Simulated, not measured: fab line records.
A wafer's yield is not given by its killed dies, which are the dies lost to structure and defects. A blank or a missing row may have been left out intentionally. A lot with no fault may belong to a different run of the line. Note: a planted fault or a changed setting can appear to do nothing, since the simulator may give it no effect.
Problem report in the 8D (eight disciplines) form, filled by code || flow rit_cmos || the parts of the form that need people (team, actions taken, sign-off) are left out

1. THE PROBLEM
PLDD_TW at RIT_PLDD_TW_MEAS_10 reads a mean of 30 on 3 wafers of 1 lot; wafers without a fault read 2346 with a standard deviation of 12. That is -99 or more standard deviations from the usual mean.
Seen first at day 5 15:00 on film_metro-02, wafer L809.4. Wafers with a number at this step in the record: 39, from 13 lots. Rule for "out" (also "out of limits"): further than 4 standard deviations from the usual mean. All remaining wafers that have a number are taken as sound.

2. WHAT IT IS, WHAT IT ISN'T
{"question": "which readings at this step", "is": "PLDD_TW", "is not": "-"}
{"question": "which lots", "is": "L809", "is not": "L797, L798, L799, L800, L801, L802, L803, L804, L805, L807, L808, L819"}
{"question": "which wafers of those lots", "is": "all that have a number", "is not": "-"}
{"question": "read on which gauges", "is": "film_metro-02", "is not": "film_metro-01, film_metro-04"}
{"question": "when", "is": "from day 5 15:00", "is not": "up to then (33 sound wafers); but 3 sound wafers of L819 came after"}

3. SUSPECTS, AND WHAT RULES EACH OUT
Counting: a tool at any process step up to the reading remains a suspect when it ran all the lots that are out and ran no sound lot after the first of those.
- ruled out: the gauge at RIT_PLDD_TW_MEAS_10. All the wafers that are out were read on film_metro-02, but those of them that RIT_NLDD_STRIP_09 has rows for are out there too, on other tools.
- plasma_asher-04 at RIT_NLDD_STRIP_09 (strips in O2, time 180 s): kept. It ran the lot that is out, L809 (day 5 13:19), and no sound lot after that; its last sound lot up to then is L808 (day 5 10:35). On those wafers its own readings are out: run_length_s.
Left after counting: plasma_asher-04 at RIT_NLDD_STRIP_09.

4. THE CAUSE (what the simulator had put in)
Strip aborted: plasma_asher-04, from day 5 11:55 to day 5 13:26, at RIT_NLDD_STRIP_09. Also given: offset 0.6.
Only this tool survived the counting.

5. THE CHAIN OF EFFECTS, in route order
Each row: a reading whose mean over the struck wafers that have a number lies more than 3 standard deviations from the usual. Scope: only readings with a usual standard deviation given in the record; hours: median across lots of the time from each lot's start at the first step in this table that gives one to its start at this step; sigmas: change in usual standard deviations.
{"hours": 0, "step": "RIT_NLDD_STRIP_09", "reading": "run_length_s", "usual": "208.2 s", "on struck wafers": 72.3, "change": -135.9, "sigmas": "-99 or more"}
{"hours": 2, "step": "RIT_PLDD_TW_MEAS_10", "reading": "PLDD_TW", "usual": 2346, "on struck wafers": 30, "change": -2316, "sigmas": "-99 or more"}
The process steps in it:
- RIT_NLDD_STRIP_09: strips in O2, time 180 s.

6. WHAT WOULD HAVE CAUGHT IT SOONER
In this record the first reading out of limits at a measuring or inspecting step was taken at day 5 15:00, 3 hours after the fault began at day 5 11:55.
At RIT_NLDD_STRIP_09, the tool's own readings (run_length_s) were out on each struck wafer the step has a row for, so an alarm limit on them would have fired on the first such wafer.
Each of the lots that are out, 1 in all, had begun RIT_NLDD_STRIP_09 on plasma_asher-04 no later than day 5 15:00. Holding the tool at that point would not have protected any of them.
